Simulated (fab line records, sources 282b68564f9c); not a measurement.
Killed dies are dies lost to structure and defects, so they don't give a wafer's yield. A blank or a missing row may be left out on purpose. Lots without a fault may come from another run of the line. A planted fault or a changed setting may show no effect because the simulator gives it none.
Split-lot experiment | flow rit_cmos | 5 lots, 23 wafers read, on a route of 202 steps

THE SPLIT
At RIT_GATE_COAT_11 (resist thk 850 nm), the setting resist_thk_nm was moved away from the recipe's 850 nm on 8 of the 23 wafers read, by -3.6% to +3.0%. The other wafers ran this setting at the recipe's value.

FROM THE SPLIT TO THE READING: what the file shows between them, 5 steps
- RIT_GATE_EXPOSE_13: exposes mask M6, target cd 150 nm (also split here: dose_mj)
- RIT_GATE_PEB_14
- RIT_GATE_DEVELOP_15: develop time 50 s
- RIT_GATE_CD_MEAS_16: target cd 150 nm
- RIT_GATE_HARDBAKE_18: time 60 s

THE READING
NOVOLAK_of_GATE_COAT_11.thk_nm (the simulator's own value, which no gauge read), in nm, at RIT_GATE_ETCH_19 (etches poly-Si in SF6/CHF3/O2, stops on SiO2, time 165 s, target depth 312.5 nm). The file gives no usual value for it. The 15 wafers here that ran the recipe average 667.6 nm, standard deviation 2.4 nm.

wafer  | tool, chamber at the split | resist_thk_nm as run, nm | against the recipe | NOVOLAK_of_GATE_COAT_11.thk_nm, nm | against lot-mates on the recipe
L074.1 | litho_track-04, 0          | 850                      | recipe             | 663.4                              | -
L074.2 | litho_track-04, 0          | 850                      | recipe             | 666.6                              | -
L074.3 | litho_track-04, 0          | 850                      | recipe             | 670.5                              | -
L074.5 | litho_track-04, 0          | 850                      | recipe             | 666.5                              | -
L074.6 | litho_track-04, 0          | 850                      | recipe             | 667.5                              | -
L076.1 | litho_track-04, 0          | 850                      | recipe             | 668.6                              | -
L076.2 | litho_track-04, 0          | 850                      | recipe             | 665                                | -
L076.5 | litho_track-04, 0          | 850                      | recipe             | 669.1                              | -
L078.1 | litho_track-03, 0          | 850                      | recipe             | 666.3                              | -
L078.3 | litho_track-03, 0          | 850                      | recipe             | 665.7                              | -
L078.4 | litho_track-03, 0          | 875.4                    | +3.0%              | 691.6                              | +23.1
L078.5 | litho_track-03, 0          | 875.4                    | +3.0%              | 690.3                              | +21.8
L078.6 | litho_track-03, 0          | 850                      | recipe             | 673.6                              | -
L080.1 | litho_track-04, 0          | 850                      | recipe             | 666.9                              | -
L080.3 | litho_track-04, 0          | 850                      | recipe             | 665.7                              | -
L080.4 | litho_track-04, 0          | 827.6                    | -2.6%              | 648                                | -18.3
L080.5 | litho_track-04, 0          | 827.6                    | -2.6%              | 650.1                              | -16.2
L080.6 | litho_track-04, 0          | 827.6                    | -2.6%              | 650.1                              | -16.2
L082.1 | litho_track-02, 0          | 819.4                    | -3.6%              | 641.9                              | -27.1
L082.2 | litho_track-02, 0          | 819.4                    | -3.6%              | 639.4                              | -29.6
L082.4 | litho_track-02, 0          | 850                      | recipe             | 667.8                              | -
L082.5 | litho_track-02, 0          | 850                      | recipe             | 670.1                              | -
L082.6 | litho_track-02, 0          | 819.4                    | -3.6%              | 644.2                              | -24.8

THE FIT
A straight line over all 23 wafers: NOVOLAK_of_GATE_COAT_11.thk_nm changes by +7.29 nm for each +1% of resist_thk_nm; r = +0.99; the points scatter about the line by 2.3 nm.
The same after taking each lot's own level away (the mean of its wafers on the recipe; 23 wafers): +7.26 nm for each +1%; r = +0.99; scatter 2.3 nm.
On that fit, the largest move of resist_thk_nm shifts the reading by 26 nm.
The lots' own levels span 666.30 to 668.95 nm, that is 1.1 times the standard deviation above.
So the lot-to-lot level changes the slope little: the two slopes agree.
Check: with one of the wafers moved furthest among these (-3.6%) left out of the fit, the line predicts -25.7 nm for it against its lot-mates. It came out at -27.1 nm against them.

OTHER SPLITS ON THESE WAFERS
These wafers also went through other splits before the reading. Each is held against what the fit with the lots' levels taken away leaves over:
other split on the same wafers   | wafers away from the commonest value | r with NOVOLAK_of_GATE_COAT_11.thk_nm (lot level and that fit taken away)
RIT_ACTIVE_COAT_06 resist_thk_nm | 8                                    | +0.06
RIT_NWELL_COAT_01 resist_thk_nm  | 10                                   | -0.40
RIT_NWELL_IMPLANT_08 dose_cm2    | 8                                    | -0.17
RIT_PWELL_STRIP_09 o2_flow_sccm  | 2                                    | -0.09
RIT_PRETRO_IMPLANT_08 energy_kev | 6                                    | -0.28
RIT_GATE_EXPOSE_13 dose_mj       | 8                                    | -0.06

THE WHOLE CHAIN: every reading that the file lists as answering this split, in the file's order
step                 | what it does                                                                    | reading                                                                         | change (the file's fit)              | r (the file's)
RIT_GATE_COAT_11     | resist thk 850 nm                                                               | NOVOLAK_of_GATE_COAT_11.thk_nm (the simulator's own value, which no gauge read) | +8.45 nm for each +1% of the setting | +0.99
RIT_GATE_HARDBAKE_18 | time 60 s                                                                       | NOVOLAK_of_GATE_COAT_11.thk_nm (the simulator's own value, which no gauge read) | +7.41 nm for each +1% of the setting | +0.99
RIT_GATE_ETCH_19     | etches poly-Si in SF6/CHF3/O2, stops on SiO2, time 165 s, target depth 312.5 nm | NOVOLAK_of_GATE_COAT_11.thk_nm (the simulator's own value, which no gauge read) | +7.26 nm for each +1% of the setting | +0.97

THE FILE'S OWN FIT
NOVOLAK_of_GATE_COAT_11.thk_nm changes by +7.26 nm for each +1% of resist_thk_nm, r = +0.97.
